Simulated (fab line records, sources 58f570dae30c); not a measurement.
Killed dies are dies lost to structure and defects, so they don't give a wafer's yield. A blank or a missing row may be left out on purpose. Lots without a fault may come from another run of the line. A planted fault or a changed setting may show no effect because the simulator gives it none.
Which tool did it? | flow berkeley_cmos170 | 13 lots, 38 wafers sampled, at 1 step of a route of 331

WHAT THE GAUGES READ, wafer by wafer
UCB170_GATE_CD_MEAS_90: target cd 350 nm. Usual: cd_nm 350.2 nm, standard deviation 1.6.
lot  | measured     | on        | cd_nm (nm)        | flag
L151 | day 6 21:39  | cd_sem-01 | 352.2 352.1 351.6 |
L153 | day 7 16:46  | cd_sem-02 | 349.9 351.2 350.0 |
L155 | day 8 05:34  | cd_sem-02 | 350.1 348.2 348.6 |
L152 | day 8 06:08  | cd_sem-02 | 348.9 348.6 349.1 |
L156 | day 8 11:39  | cd_sem-02 | 351.9 348.3 348.7 |
L158 | day 8 12:07  | cd_sem-02 | 349.7 351.8 351.2 |
L159 | day 8 19:29  | cd_sem-01 | 351.9 350.2 350.2 |
L160 | day 9 05:17  | cd_sem-02 | 350.9 349.1 351.0 |
L163 | day 9 15:19  | cd_sem-01 | 351.5 349.7 350.5 |
L169 | day 10 22:31 | cd_sem-01 | 353.7 352.9 352.4 |
L172 | day 12 11:21 | cd_sem-01 | 353.0 351.4       |
L174 | day 13 02:43 | cd_sem-02 | 348.5 348.2 348.8 |
L173 | day 13 03:14 | cd_sem-01 | 350.6 351.8 350.7 |

WHICH TOOL RAN EACH LOT (tool, then ch and the chambers of the sampled wafers, then the start)
The record holds no process step before these readings.

WHAT THE TOOLS THEMSELVES READ (means of the sampled wafers that have a number; where no wafer has one, the mark that the record gives instead)
The record holds no such reading with a usual standard deviation.

THE ANSWER, worked out from the rows above alone
Rule: a lot is off if the mean of its wafers that have a number lies more than 3 standard deviations from the usual mean. A lot without any number at a reading at which 4 lots or more have one is off too. The other lots that the step has rows for count as sound. The gauges are gone through in route order, then the tools' own readings, and for those a lot's mean is taken as printed above. The first step at which some lot is off is used, and at that step the reading that is off furthest; a lot without a number counts as furthest.
No lot is off at any reading shown: from this, nothing can be told.

WHAT THE SIMULATOR HAD PUT IN
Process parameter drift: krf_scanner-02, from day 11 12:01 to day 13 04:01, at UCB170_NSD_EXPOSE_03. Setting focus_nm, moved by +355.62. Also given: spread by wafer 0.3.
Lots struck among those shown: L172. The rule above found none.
